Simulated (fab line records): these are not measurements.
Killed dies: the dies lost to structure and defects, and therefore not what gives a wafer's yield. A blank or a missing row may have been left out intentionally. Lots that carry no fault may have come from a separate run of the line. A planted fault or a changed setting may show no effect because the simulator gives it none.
fab line records ; flow rit-cmos
record: lots: 5; wafers: 15; last-day: 7
route steps=202 shown ACTIVE@14 FOX1@20 FOX2@23 M1@202
lots with no fault: from the same line, run without faults
start-h: hours from the record's first day to the start of the lot's first wafer shown ; wait-h: time in hours since the lot's previous step ; " the same as in the row above ; L1.1+2: one row covering several wafers at once ; - value missing, or start not given ; * or withheld: withheld ; < > ~ a bound
route shown NAME@n: NAME is a module with steps in the file, n the number in the route of the first one ; usual: average and standard deviation across the fault-free wafers ; same: alike in all rows ; chamber/n: place in a boat ; sites: per-site readings ; _std_site: their standard deviation ; _edge_site: the outer-site mean with the inner-site mean subtracted ; radius-mm: for every site, how far away it sits from the centre of the wafer ; mask NAME#n: copy n ; behind: tool/chamber where the wafer was last shaped ; hold: cause of the lot's hold/its duration in hours/its outcome ; device: whichever transistor did not switch (one of n, p or np) ; end of line: tests run on the same wafers once the route is complete ; step lacking rows: just its recipe ; killed: count of dies lost to structure and defects at first sort (not the wafer's yield) ; map: shows each die of a wafer: x if killed, . if not, _ if none is there
set.NAME: setting as actually run; set.NAME@STEP: the setting as run at that earlier step ; model.NAME: the simulator's own value behind a step, which no gauge read
certain route steps with their lots: each step a table, each wafer a row
services: a tool's chamber out of use, with start hour (start-h, from the record's first day; less than 0 if before it), hours out, and reason
== steps ==
step: RIT_ACTIVE_ETCH_13
recipe: stop-on: SiO2; chemistry: SF6; target: Si3N4; time-s: 210; over-etch-frac: 0.4; SF6_flow_sccm: 200; pressure-mtorr: 260; rf-w: 125; target-depth-a: 2100
usual: drypump-motor-current-A: 6.0/0.47; oes-product-au: 0.824/0.013; run-length-s: 238.3/0.51; throttle-valve-pct: 7.51/0.14
lot.wafer;tool;chamber;start-h;wait-h;drypump-motor-current-A;oes-product-au;rf-hours-counter-h;run-length-s;throttle-valve-pct
L247.2;rie-diel-03;3;34.71;0.1;5.5;0.840;20;238.8;7.70
L247.4;rie-diel-03;0;34.71;0.1;6.6;0.787;24;238.5;7.58
L247.6;rie-diel-03;0;34.71;0.1;6.5;0.802;-;238.2;7.60
L254.3;rie-diel-04;0;70.26;0.1;6.4;0.835;3;237.8;7.65
L254.5;rie-diel-04;3;70.26;0.1;6.1;0.824;-;238.4;7.44
L254.6;rie-diel-04;2;70.26;0.1;5.2;0.826;-;237.9;7.27
L257.1;rie-diel-04;2;84.71;0.1;5.2;0.818;95;238.4;7.26
L257.2;rie-diel-04;0;84.71;0.1;6.4;0.816;4;237.6;7.65
L257.6;rie-diel-04;3;84.71;0.1;6.1;0.816;-;238.4;7.41
L262.2;rie-diel-03;0;111.35;0.1;6.5;0.798;26;238.4;7.58
L262.3;rie-diel-03;3;111.35;0.1;5.5;0.839;22;238.9;7.70
L262.5;rie-diel-03;3;111.35;0.1;5.5;0.834;-;238.6;7.71
L264.2;rie-diel-04;2;121.47;0.1;5.2;0.823;96;237.5;7.27
L264.4;rie-diel-04;0;121.47;0.1;6.5;0.805;4;237.6;7.64
L264.6;rie-diel-04;2;121.47;0.1;5.2;0.825;-;237.7;7.27
step: RIT_ACTIVE_STRIP_14
recipe: chemistry: O2; time-s: 180; resist: NOVOLAK; platen-temp-c: withheld; power-w: 500; pressure-mtorr: 4000; o2-flow-sccm: 4000
usual: drypump-motor-current-A: 5.9/0.46
lot.wafer;tool;chamber;start-h;wait-h;drypump-motor-current-A;rf-hours-counter-h
L247.2;plasma-asher-02;0;34.84;0.1;5.6;39
L247.4;plasma-asher-02;0;34.84;0.1;5.7;-
L247.6;plasma-asher-02;1;34.84;0.1;6.6;-
L254.3;plasma-asher-03;0;70.45;0.1;5.5;-
L254.5;plasma-asher-03;1;70.45;0.1;5.5;-
L254.6;plasma-asher-03;0;70.45;0.1;5.5;-
L257.1;plasma-asher-01;0;84.84;0.1;5.5;40
L257.2;plasma-asher-01;1;84.84;0.1;6.4;40
L257.6;plasma-asher-01;1;84.84;0.1;6.4;-
L262.2;plasma-asher-03;1;111.48;0.1;5.5;34
L262.3;plasma-asher-03;1;111.48;0.1;5.5;-
L262.5;plasma-asher-03;1;111.48;0.1;5.5;-
L264.2;plasma-asher-01;1;121.61;0.1;6.4;1
L264.4;plasma-asher-01;0;121.61;0.1;5.5;-
L264.6;plasma-asher-01;1;121.61;0.1;6.4;-
step: RIT_ACTIVE_CD_MEAS_90
recipe: target-cd-nm: 1400
usual: cd-nm: 1399.5/2.1
lot.wafer;tool;chamber;start-h;wait-h;cd-nm
L247.2;cd-sem-02;-;35.04;0.1;1400.1
L247.4;cd-sem-02;-;35.04;0.1;1401.4
L247.6;cd-sem-02;-;35.04;0.1;1401.5
L254.3;cd-sem-02;-;70.61;0.1;1398.8
L254.5;cd-sem-02;-;70.61;0.1;1399.6
L254.6;cd-sem-02;-;70.61;0.1;1397.9
L257.1;cd-sem-02;-;85.02;0.1;1397.7
L257.2;cd-sem-02;-;85.02;0.1;1399.7
L257.6;cd-sem-02;-;85.02;0.1;1399.4
L262.2;cd-sem-02;-;111.68;0.1;1396.7
L262.3;cd-sem-02;-;111.68;0.1;1398.9
L262.5;cd-sem-02;-;111.68;0.1;1397.5
L264.2;cd-sem-01;-;121.80;0.1;1401.2
L264.4;cd-sem-01;-;121.80;0.1;1398.1
L264.6;cd-sem-01;-;121.80;0.1;1399.6
step: RIT_ACTIVE_CLEAN_15
recipe: chemistry: SC1; mix: 3:3:50; time-s: 600; temp-c: 75
step: RIT_ACTIVE_CLEAN_16
recipe: chemistry: dHF; dilution: 50:1; time-s: 30
step: RIT_ACTIVE_CLEAN_17
recipe: chemistry: SC2; mix: 3:3:50; time-s: 600; temp-c: 75; dry: n2-spin
step: RIT_FOX1_OXIDATION_00
recipe: temp-c: 1100; ambient: H2O; target-thk-a: 3507; p-h2o-torr: 720; ox-time-s: 1130
step: RIT_FOX1_THK_MEAS_01
recipe: reads: SiO2_of_FOX1_OXIDATION_00
usual: FOX1_OXIDE_THK: 346/6.1
lot.wafer;tool;chamber;start-h;wait-h;FOX1_OXIDE_THK[nm]
L247.2;film-metro-04;-;38.79;0.0;351
L247.4;film-metro-04;-;38.79;0.0;353
L247.6;film-metro-04;-;38.79;0.0;348
L254.3;film-metro-02;-;75.69;0.0;357
L254.5;film-metro-02;-;75.69;0.0;353
L254.6;film-metro-02;-;75.69;0.0;356
L257.1;film-metro-04;-;88.44;0.0;340
L257.2;film-metro-04;-;88.44;0.0;341
L257.6;film-metro-04;-;88.44;0.0;343
L262.2;film-metro-02;-;114.64;0.0;347
L262.3;film-metro-02;-;114.64;0.0;344
L262.5;film-metro-02;-;114.64;0.0;349
L264.2;film-metro-03;-;123.80;0.0;342
L264.4;film-metro-03;-;123.80;0.0;344
L264.6;film-metro-03;-;123.80;0.0;339
step: RIT_FOX1_WET_ETCH_02
recipe: chemistry: BOE; target-depth-nm: 350; time-s: 390; temp-c: 21.5; dry: n2-spin; dilution: 10:1; target: SiO2
step: RIT_FOX2_OXIDATION_00
recipe: temp-c: 1100; ambient: H2O; target-thk-a: 3507; p-h2o-torr: 720; ox-time-s: 1130
step: RIT_FOX2_THK_MEAS_01
recipe: reads: SiO2_of_FOX2_OXIDATION_00
usual: FOX2_OXIDE_THK: 348/7.8
lot.wafer;tool;chamber;start-h;wait-h;FOX2_OXIDE_THK[nm]
L247.2;film-metro-02;-;41.27;0.0;348
L247.4;film-metro-02;-;41.27;0.0;344
L247.6;film-metro-02;-;41.27;0.0;347
L254.3;film-metro-04;-;79.19;0.0;352
L254.5;film-metro-04;-;79.19;0.0;347
L254.6;film-metro-04;-;79.19;0.0;346
L257.1;film-metro-02;-;89.93;0.0;348
L257.2;film-metro-02;-;89.93;0.0;342
L257.6;film-metro-02;-;89.93;0.0;347
L262.2;film-metro-01;-;117.10;0.0;354
L262.3;film-metro-01;-;117.10;0.0;352
L262.5;film-metro-01;-;117.10;0.0;355
L264.2;film-metro-01;-;125.31;0.0;349
L264.4;film-metro-01;-;125.31;0.0;357
L264.6;film-metro-01;-;125.31;0.0;359
step: RIT_FOX2_CLEAN_02
recipe: chemistry: dHF; dilution: 50:1; time-s: 171.4
step: RIT_FOX2_WET_ETCH_03
recipe: chemistry: H3PO4; target: Si3N4; target-depth-nm: 195; temp-c: 165; time-s: 2700
usual: bath-heat-duty-pct: 28.0/2.9; run-length-s: 2729/4.1
lot.wafer;tool;chamber;start-h;wait-h;bath-heat-duty-pct;run-length-s;model.SiO2_of_ACTIVE_OXIDATION_01.thk-nm
L247.2;wet-bench-04;3;41.43;0.0;23.0;2731;40.13
L247.4;wet-bench-04;3;41.43;0.0;21.7;2731;40.49
L247.6;wet-bench-04;3;41.43;0.0;23.2;2731;40.51
L254.3;wet-bench-04;1;79.28;0.0;27.5;5424;36.58
L254.5;wet-bench-04;1;79.28;0.0;27.9;5424;34.74
L254.6;wet-bench-04;1;79.28;0.0;28.0;5424;36.33
L257.1;wet-bench-02;3;90.05;0.0;30.8;2726;41.35
L257.2;wet-bench-02;3;90.05;0.0;29.7;2726;41.28
L257.6;wet-bench-02;3;90.05;0.0;28.0;2726;39.78
L262.2;wet-bench-02;2;117.21;0.0;25.1;2731;41.4
L262.3;wet-bench-02;2;117.21;0.0;24.5;2731;41.02
L262.5;wet-bench-02;2;117.21;0.0;25.3;2731;41.56
L264.2;wet-bench-03;1;125.42;0.0;29.7;2725;41.28
L264.4;wet-bench-03;1;125.42;0.0;31.8;2725;41.15
L264.6;wet-bench-03;1;125.42;0.0;30.7;2725;40.46
step: RIT_FOX2_THK_MEAS_90
recipe: reads: SiO2_of_FOX2_OXIDATION_00
usual: FIELD_OXIDE_LEFT_1_THK: 322/7.8
lot.wafer;tool;chamber;start-h;wait-h;FIELD_OXIDE_LEFT_1_THK[nm]
L247.2;film-metro-02;-;42.27;0.0;322
L247.4;film-metro-02;-;42.27;0.0;318
L247.6;film-metro-02;-;42.27;0.0;321
L254.3;film-metro-02;-;80.06;0.0;315
L254.5;film-metro-02;-;80.06;0.0;310
L254.6;film-metro-02;-;80.06;0.0;309
L257.1;film-metro-02;-;90.81;0.0;322
L257.2;film-metro-02;-;90.81;0.0;316
L257.6;film-metro-02;-;90.81;0.0;320
L262.2;film-metro-02;-;118.13;0.0;327
L262.3;film-metro-02;-;118.13;0.0;325
L262.5;film-metro-02;-;118.13;0.0;328
L264.2;film-metro-04;-;126.19;0.0;322
L264.4;film-metro-04;-;126.19;0.0;331
L264.6;film-metro-04;-;126.19;0.0;332
step: RIT_M1_PROBE_99
usual: killed_at_M0_to_M3: 0.0/0.12; killed-at-contacts: 0.0/0.2; killed-at-front-end: 6.8/3; killed-dies: 6.9/3; killed-open: 3.3/1.9; killed-short: 3.6/1.9
same: gross-dies: 264; killed_at_M4_up: 0; killed-at-back-side: 0; killed-at-other: 0
lot.wafer;tool;chamber;start-h;wait-h;killed_at_M0_to_M3;killed-at-contacts;killed-at-front-end;killed-dies;killed-open;killed-short
L254.3;prober-01;-;120.04;0.2;0;0;5;5;3;2
L254.5;prober-01;-;120.14;0.2;0;0;9;9;4;5
L254.6;prober-01;-;120.19;0.2;0;0;9;9;6;3
killed by level:class
L254.3 GATE:geometric-particle:open=2 FOX1:geometric-particle:open=1 FOX1:geometric-particle:short=1 GATE:geometric-particle:short=1
L254.5 GATE:geometric-particle:short=4 FOX2:geometric-particle:open=2 GATE:geometric-particle:open=2 SPACER:geometric-particle:short=1
L254.6 GATE:geometric-particle:open=4 GATE:geometric-particle:short=2 FOX1:geometric-particle:open=1 FOX2:geometric-particle:short=1 SPACER:geometric-particle:open=1
== services ==
tool;chamber;start-h;hours;kind
rie-diel-03;3;13.76;4.6;repair
plasma-asher-03;-;16.05;4.5;repair
plasma-asher-01;-;108.75;9.0;pm
plasma-asher-01;0;108.75;9.0;vent-cycle
plasma-asher-01;1;108.75;9.0;vent-cycle
plasma-asher-01;0;117.75;-;clean
plasma-asher-01;1;117.75;-;clean
== key ==
first-sign: step: RIT_FOX2_WET_ETCH_03; reading: run-length-s; direction: up; sigmas: 99+; usual: *; struck: *
effect none on later readings
model-effect: step: RIT_FOX2_WET_ETCH_03; value: SiO2_of_ACTIVE_OXIDATION_01.thk-nm; without: 40.83; struck: 35.88
met-at RIT_FOX2_WET_ETCH_03
struck-wafers L254.3,L254.5,L254.6
tester-left-out L254
fault: kind: process-parameter-drift; tool: wet-bench-04; chamber: 1; onset-h: 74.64; steps: RIT_FOX2_WET_ETCH_03; channel: time-s; offset: *; shape: step; end-h: 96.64; acts-in: *; stated: *
tester-left-out: of these lots the tester's yield and bins aren't shown, on N5 and GAA mostly nor the transistor test; their killed dies are dies lost to structure and defects alone, not to doping, threshold or leakage, so they don't give the yield
